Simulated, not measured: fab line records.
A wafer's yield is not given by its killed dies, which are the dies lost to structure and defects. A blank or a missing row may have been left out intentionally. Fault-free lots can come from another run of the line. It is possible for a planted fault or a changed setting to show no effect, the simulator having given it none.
Matching of chambers -- flow berkeleyCmos170 -- 4 sister chambers for UCB170_V2_CMP_02 on cmp-01
The step polishes SiO2. 7 wafers are shown with their chamber, then 7 later ones without.

WAFERS PAIRED WITH THEIR CHAMBERS
wafer,chamber,motorCurrentA (A)
L627.3,3,16.9
L632.3,0,15.2
L633.1,3,17.8
L633.3,2,17.4
L633.6,2,17.6
L636.4,1,17.0
L636.5,1,16.7

WAFERS MISSING THEIR CHAMBER
wafer,motorCurrentA (A)
L636.6,17.1
L645.4,15.1
L645.5,17.0
L645.6,15.3
L648.1,17.2
L648.2,17.5
L648.4,16.8

CHAMBER TAKEN BY EACH
wafer,from the rows above,in truth
L636.6,can't be placed: 1 or 3 or 2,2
L645.4,0,0
L645.5,can't be placed: 1 or 3 or 2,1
L645.6,0,0
L648.1,can't be placed: 3 or 2 or 1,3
L648.2,can't be placed: 2 or 3 or 1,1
L648.4,can't be placed: 1 or 3 or 2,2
Placed correctly: 2 of 7. Can't be placed from these rows: 5 (the true chamber is among the candidates in 5). Wrongly placed: 0.
How it was worked out, from the rows above alone: a wafer's distance from a chamber is the root of the sum, over the readings, of the square of ((its reading less the chamber's mean) divided by the reading's scatter). If the next closest chamber is less than 2 further off than the closest, the wafer can't be placed; otherwise it belongs to the closest. A chamber's mean is the mean of its shown wafers. The scatter is the square root of a quotient: the sum, over the shown wafers, of each reading's squared deviation from its chamber's mean, divided by wafers minus chambers.
